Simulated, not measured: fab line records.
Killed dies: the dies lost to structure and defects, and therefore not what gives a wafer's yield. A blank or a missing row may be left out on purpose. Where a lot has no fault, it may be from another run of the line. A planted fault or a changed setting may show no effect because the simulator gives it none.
Split-lot trial -- flow berkeleyCmos170 -- 23 wafers read across 5 lots, on a route 331 steps long

## SPLIT DETAILS
At UCB170_NWELL_OXIDATION_01 (target thk 26.4 nm, ox time 1260 s), the setting oxTimeS was moved away from the recipe's 1260 s on 15 of the 23 wafers read, by -12.1% to +8.5%. This setting was run at the recipe's value on the other wafers.

The split's own step is where the reading is taken.

## THE READING
SiO2_of_NWELL_OXIDATION_01.thkNm (the simulator's own value, which no gauge read), in nm, at UCB170_NWELL_OXIDATION_01 (target thk 26.4 nm, ox time 1260 s). The file does not state a usual value for it. Across the 8 wafers here that went through the recipe, the average is 25.85 nm and the standard deviation 0.45 nm.

wafer,"tool, chamber at the split","oxTimeS as run, s",against the recipe,"SiO2_of_NWELL_OXIDATION_01.thkNm, nm",against lot-mates on the recipe
L074.1,"-, -",1318,+4.6%,26.6,no lot-mate on the recipe
L074.2,"-, -",1318,+4.6%,26.95,no lot-mate on the recipe
L074.3,"-, -",1318,+4.6%,26.86,no lot-mate on the recipe
L074.4,"-, -",1318,+4.6%,26.68,no lot-mate on the recipe
L074.5,"-, -",1318,+4.6%,27.11,no lot-mate on the recipe
L075.3,"furnace-03, 0",1260,recipe,25.99,-
L075.4,"furnace-03, 0",1260,recipe,26.55,-
L075.6,"furnace-03, 0",1260,recipe,26.4,-
L080.1,"-, -",1367,+8.5%,28.14,no lot-mate on the recipe
L080.3,"-, -",1367,+8.5%,27.61,no lot-mate on the recipe
L080.4,"-, -",1367,+8.5%,27.64,no lot-mate on the recipe
L080.5,"-, -",1367,+8.5%,27.91,no lot-mate on the recipe
L080.6,"-, -",1367,+8.5%,27.98,no lot-mate on the recipe
L081.1,"-, -",1107,-12.1%,25.15,no lot-mate on the recipe
L081.2,"-, -",1107,-12.1%,24.9,no lot-mate on the recipe
L081.3,"-, -",1107,-12.1%,24.7,no lot-mate on the recipe
L081.4,"-, -",1107,-12.1%,24.94,no lot-mate on the recipe
L081.6,"-, -",1107,-12.1%,25.3,no lot-mate on the recipe
L083.1,"-, -",1260,recipe,25.19,-
L083.2,"-, -",1260,recipe,25.46,-
L083.4,"-, -",1260,recipe,25.8,-
L083.5,"-, -",1260,recipe,25.39,-
L083.6,"-, -",1260,recipe,26.05,-

FIT RESULTS
A straight line over all 23 wafers: SiO2_of_NWELL_OXIDATION_01.thkNm changes by +0.131 nm for each +1% of oxTimeS; r = +0.89; the points scatter about the line by 0.5 nm.
Too few moved wafers have a lot-mate on the recipe to fit a line with each lot's own level taken away.

## FILE'S OWN FIT
SiO2_of_NWELL_OXIDATION_01.thkNm changes by +0.131 nm for each +1% of oxTimeS, r = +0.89.
